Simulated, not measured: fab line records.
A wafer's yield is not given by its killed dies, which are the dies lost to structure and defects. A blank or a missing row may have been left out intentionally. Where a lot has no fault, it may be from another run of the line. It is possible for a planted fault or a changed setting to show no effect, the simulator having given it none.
Code-filled problem report in 8D (eight disciplines) form :: flow berkeley-cmos170 :: the parts of the form that need people (team, actions taken, sign-off) are left out

1. WHAT WENT WRONG
Wafers without a fault read 1000 C, standard deviation 0.095; tube-center-temp-C at UCB170_FIELD_OXIDATION_01 reads a mean of 1008 C on 6 wafers belonging to 2 lots. Relative to the usual mean, that is a shift of +85 standard deviations.
The step: target thk 558.3 nm, ox time 7200 s.
First observed at day 9 10:34: wafer L402.2, on furnace-01. The record has a number at this step for 42 wafers belonging to 14 lots. The rule behind "out" and "out of limits": a value lying over 4 standard deviations away from the usual mean. The rest of the wafers with a number are treated as sound.

2. WHAT IT IS AND WHAT IT IS NOT
question: which readings at this step
is: tube-center-temp-C, spike-tc-centre-C, tube_center_temp_C_max
is not: zone-power-load-pct

question: which lots
is: L402, L403
is not: L385, L386, L387, L388, L389, L390, L391, L392, L393, L394, L396, L398

question: which wafers of those lots
is: all that have a number
is not: -

question: read on which tools
is: furnace-01
is not: furnace-02, furnace-04

question: when
is: from day 9 10:34
is not: up to then (36 sound wafers)

3. SUSPECTS, AND WHAT RULES EACH OUT
Counting: a tool stays on the suspect list if, at a process step up to the reading, it processed all lots that are out and no sound lot following the first of them.
- furnace-01 at UCB170_FIELD_OXIDATION_01 (target thk 558.3 nm, ox time 7200 s): kept. It processed each lot that is out, first L402 at day 9 10:34, and no sound lot thereafter; up to then, the last sound lot it processed was L392 at day 7 04:00. Out on those wafers are its own readings of spike-tc-centre-C, tube-center-temp-C, tube_center_temp_C_max.
Remaining after the count: furnace-01 at UCB170_FIELD_OXIDATION_01.

4. THE CAUSE (what the simulator had put in)
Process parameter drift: furnace-01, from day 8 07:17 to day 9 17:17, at UCB170_FIELD_OXIDATION_01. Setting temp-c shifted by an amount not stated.
Only this tool survived the counting.

5. THE CHAIN OF EFFECTS, in route order
One row per reading whose mean, taken over the struck wafers that have a number, lies over 3 standard deviations from the usual. Scope: only readings with a usual standard deviation given in the record; hours: median across lots of the time from each lot's start at the first step in this table that gives one to its start at this step; sigmas: change in usual standard deviations.
hours: 0
step: UCB170_FIELD_OXIDATION_01
reading: spike-tc-centre-C
usual: 1001.8 C
on struck wafers: 1009.3
change: +7.5
sigmas: +6.2

hours: 0
step: UCB170_FIELD_OXIDATION_01
reading: spike-tc-load-C
usual: 1023.7 C
on struck wafers: 1031.2
change: +7.5
sigmas: +4.7

hours: 0
step: UCB170_FIELD_OXIDATION_01
reading: tube-center-temp-C
usual: 1000 C
on struck wafers: 1008
change: +8
sigmas: +85

hours: 0
step: UCB170_FIELD_OXIDATION_01
reading: tube_center_temp_C_max
usual: 1002.6
on struck wafers: 1010.5
change: +7.9
sigmas: +19
Here are the process steps it includes:
- UCB170_FIELD_OXIDATION_01: target thk 558.3 nm, ox time 7200 s.

6. HOW IT WOULD HAVE BEEN CAUGHT EARLIER
In this record the first reading out of limits was taken at day 9 10:34, 27 hours after the fault began at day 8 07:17.
